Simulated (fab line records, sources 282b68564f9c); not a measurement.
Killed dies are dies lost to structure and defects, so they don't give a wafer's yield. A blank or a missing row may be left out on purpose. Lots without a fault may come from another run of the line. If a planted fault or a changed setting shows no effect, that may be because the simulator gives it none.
One fault seen from 2 desks    flow rit_cmos    numbers are kept per desk, each desk with only its own; the story behind them comes last

== THE METROLOGY DESK ==
Lot by lot, what the gauges showed, no matter which tool ran the lot: averages of those sampled wafers that carry a number. The brackets show how far a lot's mean lies from the usual mean; more than 4 standard deviations puts the lot out of limits, marked OUT. Shown here are 7 of its 11 readings, the ones lying furthest out on some lot.
Columns: A = SPACER_NITRIDE_THK at RIT_SPACER_THK_MEAS_04, usual 249.1 nm; B = NSD_OVL at RIT_NSD_OVL_MEAS_06, usual 1.2 nm; C = NSD_TW at RIT_NSD_TW_MEAS_10, usual 3129; D = PSD_OVL at RIT_PSD_OVL_MEAS_06, usual 0.5 nm; E = PSD_TW at RIT_PSD_TW_MEAS_10, usual 3444; F = PSD_RS at RIT_SDANNEAL_RS_MEAS_04, usual 116.25 ohm/sq; G = PLDD_RS at RIT_SDANNEAL_RS_MEAS_06, usual 178.8 ohm/sq
lot   first seen here  A      B     C     D     E     F       G
L995  day 3 05:58      248.3  -1.2  3162  -0.2  3408  116.25  178.6
L100  day 4 06:24      248.5  2.6   3103  1.3   3411  116.44  179.6
L103  day 4 19:50      247.5  1.3   3103  1.7   3507  116.26  178.3
L104  day 5 03:55      246.9  0.8   3152  -0.6  3452  116.21  179.2
L106  day 5 11:14      252.5  0.1   3082  0.8   3448  116.24  178.6
L110  day 6 07:25      252.2  -0.3  3083  -2.3  3476  116.68  179.2
Finding of this desk: none of the 6 lots has anything out of limits.

== THE TOOL OWNER'S DESK: implanter-04 ==
The tool's own readings at RIT_NSD_IMPLANT_08: means of the sampled wafers that have a number, for each lot that ran on this tool. The brackets show how far a lot's mean lies from the usual mean; more than 4 standard deviations puts the lot out of limits, marked OUT.
Columns: A = beam_energy_keV at RIT_NSD_IMPLANT_08, usual 25.002
lot   first seen here  A
L995  day 3 07:22      24.993
L103  day 4 21:13      25.002
L104  day 5 05:23      25.000
Finding of this desk: none of the 3 lots has anything out of limits.

== PUT TOGETHER ==
Metrology desk: nothing out of limits seen.
Nothing out of limits was seen by the tool owner's desk.

== WHAT WAS PUT IN BY THE SIMULATOR ==
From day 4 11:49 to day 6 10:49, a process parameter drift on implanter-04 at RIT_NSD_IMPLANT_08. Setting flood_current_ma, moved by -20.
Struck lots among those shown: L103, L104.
